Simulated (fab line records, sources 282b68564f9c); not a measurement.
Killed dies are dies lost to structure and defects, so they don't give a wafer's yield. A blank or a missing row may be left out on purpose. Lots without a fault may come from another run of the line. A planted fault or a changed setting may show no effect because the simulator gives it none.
Which tool did it? | flow rit_cmos | 14 lots, 42 wafers sampled, at 2 steps of a route of 202

WHAT THE GAUGES READ, wafer by wafer
RIT_M1_CD_MEAS_90: target cd 2600 nm. Usual: cd_nm 2600.1 nm, standard deviation 2.3.
lot  | measured    | on        | cd_nm (nm)                                | flag
L889 | day 4 08:14 | cd_sem-01 | 2602.6 2601.8 2597.4                      |
L890 | day 4 11:55 | cd_sem-02 | 2601.2 2601.8 2602.2                      |
L891 | day 4 12:04 | cd_sem-01 | 2596.5 2596.5 2599.5                      |
L893 | day 5 03:14 | cd_sem-01 | 2602.7 2603.1 2602.2                      |
L894 | day 5 04:11 | cd_sem-01 | 2598.9 2599.1 2598.7                      |
L896 | day 5 15:41 | cd_sem-02 | 2604.8 2602.9 2604.2                      |
L897 | day 5 18:42 | cd_sem-01 | 2599.1 2599.4 2600.7                      |
L901 | day 6 22:40 | cd_sem-02 | 2601.5 2597.8 2597.4                      |
L902 | day 7 01:12 | cd_sem-02 | 2598.3 2597.9 2597.5                      |
L904 | day 7 09:54 | cd_sem-02 | 2593.8 2593.0 2592.1                      | OFF
L905 | day 7 13:06 | cd_sem-02 | 2599.0 2600.6 2600.4                      |
L907 | day 7 21:54 | cd_sem-01 | 2591.7 2592.8 2590.1 2591.7 2592.6 2590.6 | OFF
L908 | day 8 00:59 | cd_sem-02 | 2596.5 2601.1 2600.1                      |
L909 | day 8 06:02 | cd_sem-02 | 2602.4 2600.5 2603.0                      |

WHICH TOOL RAN EACH LOT (tool, then ch and the chambers of the sampled wafers, then the start)
lot  | RIT_M1_METAL_ETCH_12
L889 | rie_metal-03 ch 0,1, day 4 07:36
L890 | rie_metal-04 ch 0,1, day 4 11:21
L891 | rie_metal-01 ch 0,1, day 4 11:33
L893 | rie_metal-04 ch 0,1, day 5 02:44
L894 | rie_metal-01 ch 0,1, day 5 03:41
L896 | rie_metal-04 ch 0,1, day 5 15:09
L897 | rie_metal-01 ch 0,1, day 5 18:11
L901 | rie_metal-03 ch 0,1, day 6 22:09
L902 | rie_metal-01 ch 0, day 7 00:41
L904 | rie_metal-01 ch 0,1, day 7 09:21
L905 | rie_metal-04 ch 0,1, day 7 12:35
L907 | rie_metal-01 ch 0,1, day 7 21:21
L908 | rie_metal-04 ch 0,1, day 8 00:28
L909 | rie_metal-03 ch 1, day 8 05:28
- RIT_M1_METAL_ETCH_12: etches Al in Cl2/BCl3, stops on SiO2, time 165 s, target depth 600 nm.

WHAT THE TOOLS THEMSELVES READ (means of the sampled wafers that have a number; where no wafer has one, the mark that the record gives instead)
RIT_M1_METAL_ETCH_12. Usual: drypump_motor_current_A 5.71 A, standard deviation 0.19; oes_product_au 0.778 a.u., standard deviation 0.011; throttle_valve_pct 8.27 %, standard deviation 0.14.
lot  | tool         | drypump_motor_current_A (A) | oes_product_au (a.u.) | throttle_valve_pct (%) | flag
L889 | rie_metal-03 | 5.48                        | 0.789                 | 8.26                   |
L890 | rie_metal-04 | 5.96                        | 0.770                 | 8.39                   |
L891 | rie_metal-01 | 5.74                        | 0.767                 | 8.16                   |
L893 | rie_metal-04 | 5.93                        | 0.765                 | 8.41                   |
L894 | rie_metal-01 | 5.72                        | 0.771                 | 8.22                   |
L896 | rie_metal-04 | 5.94                        | 0.775                 | 8.40                   |
L897 | rie_metal-01 | 5.75                        | 0.770                 | 8.15                   |
L901 | rie_metal-03 | 5.59                        | 0.785                 | 8.16                   |
L902 | rie_metal-01 | 5.69                        | 0.787                 | 8.30                   |
L904 | rie_metal-01 | 5.78                        | 0.696                 | 8.17                   | OFF
L905 | rie_metal-04 | 5.89                        | 0.796                 | 8.42                   |
L907 | rie_metal-01 | 5.76                        | 0.698                 | 8.16                   | OFF
L908 | rie_metal-04 | 5.89                        | 0.790                 | 8.42                   |
L909 | rie_metal-03 | 5.41                        | 0.780                 | 8.36                   |

THE ANSWER, worked out from the rows above alone
Rule: a lot is off if the mean of its wafers that have a number lies more than 3 standard deviations from the usual mean. A lot without any number at a reading at which 4 lots or more have one is off too. The other lots that the step has rows for count as sound. The gauges are gone through in route order, then the tools' own readings, and for those a lot's mean is taken as printed above. The first step at which some lot is off is used, and at that step the reading that is off furthest; a lot without a number counts as furthest.
Off: L904, L907, at RIT_M1_CD_MEAS_90 (cd_nm).
A tool fits if, at a process step before that reading, it ran every lot that is off, and no sound lot after the first of them. The gauges at RIT_M1_CD_MEAS_90 aren't tried: what is off there is off at RIT_M1_METAL_ETCH_12 too, on other tools, and a gauge's error can't cause that. One fits: rie_metal-01 at RIT_M1_METAL_ETCH_12. Its last sound lot is L902 (day 7 00:41), its first lot that is off L904 (day 7 09:21): a fault that began between those two fits.
The tool's own readings at RIT_M1_METAL_ETCH_12 bear it out: on the lots that are off they differ by more than 5 times the standard deviation of the sound lots' means. oes_product_au reads 0.697 a.u. there against 0.779 a.u. on the sound lots.

WHAT THE SIMULATOR HAD PUT IN
Process parameter drift: rie_metal-01, from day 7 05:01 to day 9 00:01, at RIT_M1_METAL_ETCH_12. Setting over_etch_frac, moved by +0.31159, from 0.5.
Lots struck among those shown: L904, L907. The rule above found the same.
